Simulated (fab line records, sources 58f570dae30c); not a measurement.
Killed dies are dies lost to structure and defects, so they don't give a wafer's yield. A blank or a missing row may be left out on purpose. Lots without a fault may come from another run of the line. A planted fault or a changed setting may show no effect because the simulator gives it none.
Chamber matching | flow berkeley_cmos170 | UCB170_GATE_ETCH_14 on rie_diel-01: 4 sister chambers
The step etches BARC in N2/H2. 8 wafers are shown with their chamber, then 7 later ones without.

WAFERS WITH THEIR CHAMBER
wafer  | chamber | throttle_valve_pct (%) | drypump_motor_current_A (A)
L866.6 | 1       | 13.18                  | 5.48
L868.2 | 1       | 13.19                  | 5.49
L868.6 | 2       | 13.47                  | 6.01
L871.2 | 3       | 13.08                  | 5.50
L871.3 | 0       | 13.33                  | 5.29
L871.4 | 0       | 13.32                  | 5.29
L876.3 | 3       | 13.07                  | 5.47
L876.5 | 2       | 13.48                  | 6.01

WAFERS WITHOUT THEIR CHAMBER
wafer  | throttle_valve_pct (%) | drypump_motor_current_A (A)
L876.6 | 13.07                  | 5.50
L881.1 | 13.33                  | 5.30
L881.2 | 13.18                  | 5.50
L881.3 | 13.49                  | 6.02
L886.1 | 13.30                  | 5.30
L886.3 | 13.06                  | 5.48
L886.6 | 13.17                  | 5.50

WHICH CHAMBER EACH WENT THROUGH
wafer  | from the rows above | in truth
L876.6 | 3                   | 3
L881.1 | 0                   | 0
L881.2 | 1                   | 1
L881.3 | 2                   | 2
L886.1 | 0                   | 0
L886.3 | 3                   | 3
L886.6 | 1                   | 1
Placed correctly: 7 of 7. Can't be placed from these rows: 0. Placed wrongly: 0.
How it was worked out, from the rows above alone: a wafer's distance from a chamber is the root of the sum, over the readings, of the square of ((its reading less the chamber's mean) divided by the reading's scatter). The wafer belongs to the nearest chamber; if the next one is less than 2 further off, it can't be placed. A chamber's mean is the mean of its shown wafers. The scatter: the root of (the sum of the squares of (reading less its chamber's mean) over the shown wafers, divided by (wafers less chambers)).
